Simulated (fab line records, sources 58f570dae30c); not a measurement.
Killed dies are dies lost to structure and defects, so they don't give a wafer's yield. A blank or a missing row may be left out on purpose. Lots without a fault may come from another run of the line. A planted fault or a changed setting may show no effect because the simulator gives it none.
Which tool did it? | flow berkeley_cmos170 | 7 lots, 21 wafers sampled, at 2 steps of a route of 331

WHAT THE GAUGES READ, wafer by wafer
UCB170_M1_OVL_MEAS_10.
lot  | measured     | on         | M1_OVL (nm)
L277 | day 7 02:07  | overlay-01 | -8 -7 1
L279 | day 7 20:38  | overlay-02 | -4 1 0
L282 | day 8 11:39  | overlay-02 | -13 -9 -3
L292 | day 10 19:17 | overlay-02 | -7 -7 1
L293 | day 10 22:46 | overlay-02 | -1 3 -2
L296 | day 11 08:35 | overlay-01 | -9 -9 -12
L298 | day 11 21:40 | overlay-01 | 10 6 10

WHICH TOOL RAN EACH LOT (tool, then ch and the chambers of the sampled wafers, then the start)
lot  | UCB170_GATE_ETCH_14
L277 | rie_diel-02 ch 1,2, day 6 02:53
L279 | rie_diel-04 ch 0,2, day 6 20:59
L282 | rie_diel-02 ch 0,3, day 7 14:27
L292 | rie_diel-04 ch 0,2, day 9 14:14
L293 | rie_diel-02 ch 1,2,3, day 9 19:46
L296 | rie_diel-02 ch 0,3, day 10 02:34
L298 | rie_diel-02 ch 0,1,3, day 10 16:33
- UCB170_GATE_ETCH_14: etches BARC in N2/H2.

THE ANSWER, worked out from the rows above alone
Rule: what is usual is taken from the lots themselves. Put in order of their means at a reading, lots are off if they are a third of the lots or fewer, leave a main group of 4 or more, and stand apart from it by a gap of 3 or more times the standard deviation of the main group's means; of several such gaps the widest counts. A main group whose means are all the same, to the digits that the tables above print for the reading, isn't used. A lot without any number at a reading at which 4 lots or more have one is off too. The other lots that the step has rows for count as sound.
No lot is off at any reading shown: from this, nothing can be told.

WHAT THE SIMULATOR HAD PUT IN
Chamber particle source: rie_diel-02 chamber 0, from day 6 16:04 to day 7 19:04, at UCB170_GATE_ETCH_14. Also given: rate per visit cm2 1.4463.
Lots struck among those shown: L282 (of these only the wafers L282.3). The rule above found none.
